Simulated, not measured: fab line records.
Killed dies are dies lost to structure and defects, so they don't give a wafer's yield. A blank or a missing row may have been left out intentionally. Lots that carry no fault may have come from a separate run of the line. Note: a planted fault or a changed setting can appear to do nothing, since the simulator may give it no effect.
Which tool was responsible?	flow rit cmos	14 lots, 42 wafers sampled, at 4 steps of a route of 202

## WHAT EACH GAUGE READ, for each wafer
RIT_GATE_THK_MEAS_07. Usual: for GATE_OXIDE_THK the level is 3.01 nm and the standard deviation is 0.06.
lot	measured	on	GATE_OXIDE_THK (nm)	flag
L986	day 2 18:43	film metro-03	3.02 2.86 2.88	
L988	day 3 07:08	film metro-01	3.03 3.04 3.07	
L991	day 3 16:32	film metro-01	3.02 3.04 3.01	
L993	day 4 07:49	film metro-02	2.97 3.02 3.02	
L994	day 4 12:11	film metro-01	3.03 3.09 3.02	
L998	day 5 02:40	film metro-01	3.07 3.12 3.07	
L100	day 5 14:26	film metro-01	3.01 3.03 3.00	
L101	day 5 22:30	film metro-02	2.99 3.01 3.04	
L102	day 6 01:39	film metro-03	2.86 3.09 2.97	
L104	day 6 07:28	film metro-02	2.97 2.98 2.98	
L105	day 6 13:32	film metro-02	2.99 2.98 2.92	
L106	day 6 15:23	film metro-03	3.05 3.08 3.00	
L107	day 6 22:49	film metro-01	2.97 2.89 2.91	
L108	day 7 05:20	film metro-01	2.93 2.98 2.96	

RIT_REOX_THK_MEAS_04. Usual: for REOX_OXIDE_THK the level is 25.2 nm and the standard deviation is 0.48.
lot	measured	on	REOX_OXIDE_THK (nm)	flag
L986	day 3 03:06	film metro-01	24.9 24.5 24.8	
L988	day 3 15:44	film metro-04	25.8 25.8 25.8	
L991	day 4 00:09	film metro-01	24.7 24.9 24.7	
L993	day 4 14:44	film metro-04	25.5 25.5 25.4	
L994	day 4 18:55	film metro-03	25.5 25.3 25.4	
L998	day 5 10:30	film metro-01	26.3 26.0 26.3	
L100	day 5 21:43	film metro-01	25.1 25.5 25.0	
L101	day 6 05:16	film metro-04	26.2 25.6 25.7	
L102	day 6 08:05	film metro-03	25.2 24.9 25.2	
L104	day 6 15:38	film metro-04	24.7 24.6 25.1	
L105	day 6 20:03	film metro-01	25.5 25.4 25.4	
L106	day 7 00:00	film metro-03	25.2 25.0 25.1	
L107	day 7 05:37	film metro-01	25.4 25.0 25.4	
L108	day 7 11:37	film metro-03	24.4 24.4 24.5	

## WHICH TOOL RAN EACH LOT (tool, then ch and the chambers of the sampled wafers, then the start)
lot	RIT_PWELL_SOFTBAKE_02	RIT_GATE_STRIP_20
L986	litho track-04 ch 0, day 2 03:28	plasma asher-01 ch 0,1, day 2 22:14
L988	litho track-02 ch 0, day 2 12:38	plasma asher-01 ch 0,1, day 3 10:22
L991	litho track-02 ch 0, day 3 00:07	plasma asher-01 ch 0,1, day 3 19:38
L993	litho track-04 ch 0, day 3 15:58	plasma asher-01 ch 0,1, day 4 10:59
L994	litho track-02 ch 0, day 3 22:37	plasma asher-02 ch 0, day 4 15:25
L998	litho track-04 ch 0, day 4 12:13	plasma asher-04 ch 0,1, day 5 06:02
L100	litho track-04 ch 0, day 4 23:18	plasma asher-01 ch 0,1, day 5 17:55
L101	litho track-04 ch 0, day 5 05:25	plasma asher-01 ch 0,1, day 6 01:37
L102	litho track-02 ch 0, day 5 10:51	plasma asher-04 ch 0,1, day 6 04:43
L104	litho track-02 ch 0, day 5 17:02	plasma asher-04 ch 0,1, day 6 10:30
L105	litho track-02 ch 0, day 5 22:13	plasma asher-01 ch 0,1, day 6 16:47
L106	litho track-02 ch 0, day 6 03:31	plasma asher-04 ch 1, day 6 19:33
L107	litho track-01 ch 0, day 6 07:19	plasma asher-01 ch 0,1, day 7 01:56
L108	litho track-01 ch 0, day 6 14:56	plasma asher-02 ch 0,1, day 7 08:22
- RIT_PWELL_SOFTBAKE_02: time 60 s.
- RIT_GATE_STRIP_20: strips in O2, time 180 s.

## WHAT THE TOOLS THEMSELVES READ (means of the sampled wafers that have a number; where no wafer has one, the mark that the record gives instead)
RIT_PWELL_SOFTBAKE_02. Usual: heater power total W 34.56 W, standard deviation 0.054; run length s 89.07 s, standard deviation 0.12.
lot	tool	heater power total W (W)	run length s (s)	flag
L986	litho track-04	34.51	88.92	
L988	litho track-02	34.59	88.98	
L991	litho track-02	34.53	89.10	
L993	litho track-04	34.58	89.10	
L994	litho track-02	34.44	88.97	
L998	litho track-04	34.60	89.10	
L100	litho track-04	35.60	82.94	OFF
L101	litho track-04	35.61	82.88	OFF
L102	litho track-02	34.61	89.05	
L104	litho track-02	34.57	88.99	
L105	litho track-02	34.55	89.11	
L106	litho track-02	34.57	89.01	
L107	litho track-01	34.55	89.09	
L108	litho track-01	34.49	89.16	

RIT_GATE_STRIP_20. Usual: chamber pressure mTorr 4000 mTorr, standard deviation 4; drypump motor current A 5.9 A, standard deviation 0.51.
lot	tool	chamber pressure mTorr (mTorr)	drypump motor current A (A)	flag
L986	plasma asher-01	4001	5.5	
L988	plasma asher-01	4000	5.5	
L991	plasma asher-01	3996	5.5	
L993	plasma asher-01	4000	5.5	
L994	plasma asher-02	4002	6.4	
L998	plasma asher-04	3997	5.8	
L100	plasma asher-01	4003	5.5	
L101	plasma asher-01	4000	5.9	
L102	plasma asher-04	3998	5.8	
L104	plasma asher-04	3998	5.8	
L105	plasma asher-01	4001	5.9	
L106	plasma asher-04	3999	5.6	
L107	plasma asher-01	4001	5.9	
L108	plasma asher-02	3996	6.5	

## THE ANSWER, worked out from the rows above alone
Rule: a lot is off if the mean of its wafers that have a number lies more than 3 standard deviations from the usual mean. Also off: a lot with no number at a reading for which 4 or more lots have one. Where the step has rows for the other lots, those lots are counted as sound. First the gauges in route order, then the tools' own readings, where a lot's mean is used as printed above. The first step at which some lot is off is used, and at that step the reading that is off furthest; a lot without a number counts as furthest.
Off, at RIT_PWELL_SOFTBAKE_02 on run length s: L100, L101.
If a tool, at that step or one of the process steps before it, ran each lot that is off and ran no sound lot following the first of them, it fits. One fits: litho track-04 at RIT_PWELL_SOFTBAKE_02. A fault onset in the window from L998 (day 4 12:13, its last sound lot) to L100 (day 4 23:18, its first lot off) fits.
The tool's own readings at RIT_PWELL_SOFTBAKE_02 bear it out: on the lots that are off they differ by more than 5 times the standard deviation of the sound lots' means. heater power total W reads 35.61 W there against 34.55 W on the sound lots; run length s reads 82.91 s there against 89.05 s on the sound lots.

## WHAT HAD BEEN PUT IN BY THE SIMULATOR
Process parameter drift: litho track-04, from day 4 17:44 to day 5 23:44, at RIT_PWELL_SOFTBAKE_02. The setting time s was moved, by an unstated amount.
Shown lots that were struck: L100, L101. The same result came from the rule above.
